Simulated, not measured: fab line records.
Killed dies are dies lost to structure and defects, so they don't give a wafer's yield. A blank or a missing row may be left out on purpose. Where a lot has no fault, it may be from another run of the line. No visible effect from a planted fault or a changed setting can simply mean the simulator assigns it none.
Which of the tools did it? || flow berkeleyCmos170 || 7 lots, 21 wafers sampled, at 2 steps of a route of 331

== WHAT THE GAUGES READ, wafer by wafer ==
UCB170_NWELL_TW_MEAS_16.
{"lot": "L612", "measured": "day 3 02:33", "on": "filmMetro-02", "NWELL_TW": "1233 1239 1237"}
{"lot": "L615", "measured": "day 3 17:43", "on": "filmMetro-02", "NWELL_TW": "1236 1236 1235"}
{"lot": "L616", "measured": "day 4 02:38", "on": "filmMetro-02", "NWELL_TW": "1246 1240 1245"}
{"lot": "L619", "measured": "day 4 15:18", "on": "filmMetro-03", "NWELL_TW": "1242 1244 1243"}
{"lot": "L621", "measured": "day 4 22:08", "on": "filmMetro-03", "NWELL_TW": "1246 1243 1237"}
{"lot": "L624", "measured": "day 5 07:42", "on": "filmMetro-03", "NWELL_TW": "1241 1243 1242"}
{"lot": "L629", "measured": "day 6 17:17", "on": "filmMetro-01", "NWELL_TW": "982 982 973"}

== TOOL THAT RAN EACH LOT (tool first, then ch and the chambers of the sampled wafers, then the start) ==
{"lot": "L612", "UCB170_NWELL_IMPLANT_14": "implanter-01 ch 0, day 3 02:19"}
{"lot": "L615", "UCB170_NWELL_IMPLANT_14": "implanter-01 ch 0, day 3 17:29"}
{"lot": "L616", "UCB170_NWELL_IMPLANT_14": "implanter-03 ch 0, day 4 02:24"}
{"lot": "L619", "UCB170_NWELL_IMPLANT_14": "implanter-01 ch 0, day 4 15:03"}
{"lot": "L621", "UCB170_NWELL_IMPLANT_14": "implanter-01 ch 0, day 4 21:54"}
{"lot": "L624", "UCB170_NWELL_IMPLANT_14": "implanter-01 ch 0, day 5 07:28"}
{"lot": "L629", "UCB170_NWELL_IMPLANT_14": "implanter-01 ch 0, day 6 17:02"}
- UCB170_NWELL_IMPLANT_14

== THE ANSWER, worked out from the rows above alone ==
Rule: usual is defined by the lots themselves. Put in order of their means at a reading, lots are off if they are a third of the lots or fewer, leave a main group of 4 or more, and stand apart from it by a gap of 3 or more times the standard deviation of the main group's means; of several such gaps the widest counts. Not used: any main group whose means are identical at the precision the tables above print for the reading. Also off: a lot with no number at a reading for which 4 or more lots have one. All remaining lots with rows at the step are treated as sound.
Off: L629, at UCB170_NWELL_TW_MEAS_16 (NWELL_TW). Mean 1240 and standard deviation 3.2 in the main group.
A tool fits if, at a process step before that reading, it ran every lot that is off, and no sound lot after the first of them. Those tools and the gauges at UCB170_NWELL_TW_MEAS_16 are tried in the same way. Can't be told from this: 2 tools fit, implanter-01 at UCB170_NWELL_IMPLANT_14, filmMetro-01 at UCB170_NWELL_TW_MEAS_16.

== WHAT THE SIMULATOR PUT IN ==
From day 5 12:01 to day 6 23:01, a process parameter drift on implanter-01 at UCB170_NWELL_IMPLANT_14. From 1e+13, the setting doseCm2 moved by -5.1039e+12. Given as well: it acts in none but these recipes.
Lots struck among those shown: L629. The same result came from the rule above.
